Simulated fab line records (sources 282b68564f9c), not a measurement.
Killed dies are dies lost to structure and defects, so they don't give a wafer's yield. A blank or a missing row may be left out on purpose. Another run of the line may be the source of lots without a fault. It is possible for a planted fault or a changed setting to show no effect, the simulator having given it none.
Tool commonality check	flow rit-cmos	15 lots, 45 wafers sampled

THE REASON FOR OPENING IT
RIT_SPACER_THK_MEAS_04, reading SPACER_NITRIDE_THK: flagged on 3 of 15 lots. No-fault wafers: 249.4 nm, standard deviation 2.5.
Rule: a lot is flagged in two cases, either no wafer of it has a number, or all its wafers with numbers fall more than 4 standard deviations from that mean. As for the other lots, they are considered sound.

lot	measured	on	SPACER_NITRIDE_THK (nm), wafer by wafer	flag
L482	day 2 23:47	film-metro-04	249.6 246.2 247.4	
L483	day 3 05:46	film-metro-04	250.0 253.5 252.1	
L484	day 3 09:34	film-metro-04	253.5 252.1 254.0	
L485	day 3 15:25	film-metro-03	247.9 247.5 248.5	
L486	day 4 00:53	film-metro-03	247.8 248.3 248.5	
L487	day 4 02:49	film-metro-04	248.6 249.5 253.1	
L488	day 4 04:45	film-metro-03	251.0 250.7 251.5	
L489	day 4 11:28	film-metro-04	244.5 242.9 245.6	
L490	day 4 18:55	film-metro-04	246.2 244.5 244.4	
L491	day 5 00:07	film-metro-01	233.0 232.2 231.3	FLAGGED
L492	day 5 07:52	film-metro-01	229.0 228.2 227.8	FLAGGED
L494	day 5 20:39	film-metro-01	228.1 227.9 226.8	FLAGGED
L500	day 6 18:54	film-metro-01	249.9 246.9 250.7	
L501	day 7 03:46	film-metro-03	249.6 251.7 251.8	
L505	day 8 01:35	film-metro-01	250.4 251.0 252.6	
The numbers of the flagged lots are 229.4 nm on average: -20.0 nm against the usual, or -8 standard deviations.

LOT BY LOT: THE TOOL USED
The record keeps 1 process step preceding the reading, out of 202 steps on the route. Every cell lists first the tool, next ch and the chambers used by the sampled wafers, and last the start.
lot	flag	RIT_SPACER_CVD_03
L482		lpcvd-02 ch 1, day 2 21:52
L483		lpcvd-01 ch 1, day 3 03:51
L484		lpcvd-01 ch 0, day 3 07:38
L485		lpcvd-02 ch 1, day 3 13:29
L486		lpcvd-02 ch 1, day 3 22:58
L487		lpcvd-02 ch 0, day 4 00:53
L488		lpcvd-02 ch 0, day 4 02:50
L489		lpcvd-01 ch 1, day 4 09:33
L490		lpcvd-02 ch 1, day 4 16:58
L491	FLAGGED	lpcvd-02 ch 1, day 4 22:12
L492	FLAGGED	lpcvd-02 ch 1, day 5 05:57
L494	FLAGGED	lpcvd-02 ch 1, day 5 18:44
L500		lpcvd-01 ch 0, day 6 16:59
L501		lpcvd-01 ch 1, day 7 01:49
L505		lpcvd-01 ch 0, day 7 23:38
What these steps do:
- RIT_SPACER_CVD_03: deposits Si3N4 from SiH2Cl2/NH3, target thk 250 nm, time 3300 s.
- RIT_SPACER_THK_MEAS_04

FLAGGED AGAINST TOTAL, ONE TOOL AT A TIME (gauges that did the reading follow at the end)
step	tool	lots run	flagged	share of the flagged lots	sound lots run after its first flagged lot
RIT_SPACER_CVD_03	lpcvd-01	6	0	none	-
RIT_SPACER_CVD_03	lpcvd-02	9	3	all	0
RIT_SPACER_THK_MEAS_04	film-metro-01	5	3	all	2 (L500,L505)
RIT_SPACER_THK_MEAS_04	film-metro-03	4	0	none	-
RIT_SPACER_THK_MEAS_04	film-metro-04	6	0	none	-

WHAT THE TABLE ALLOWS
Every flagged lot went through 2 rows of the table: lpcvd-02 at RIT_SPACER_CVD_03 and film-metro-01 at RIT_SPACER_THK_MEAS_04.
- lpcvd-02 at RIT_SPACER_CVD_03 ran 9 lots, 3 of them flagged. Its last sound lot is L490 (day 4 16:58), its first flagged lot L491 (day 4 22:12): a fault that began between those two fits.
- film-metro-01 at RIT_SPACER_THK_MEAS_04 ran 5 lots, 3 of them flagged. Lots that were sound ran on it after the first flagged one (L500, L505); a persistent fault on the entire tool would not allow that.
What remains is a single tool, lpcvd-02 at RIT_SPACER_CVD_03.

WHAT THE SIMULATOR HAD INSERTED
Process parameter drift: lpcvd-02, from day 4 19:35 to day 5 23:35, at RIT_SPACER_CVD_03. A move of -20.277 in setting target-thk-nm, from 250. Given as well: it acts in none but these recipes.
Shown lots that were struck: L491, L492, L494. The rule above reached the same finding.
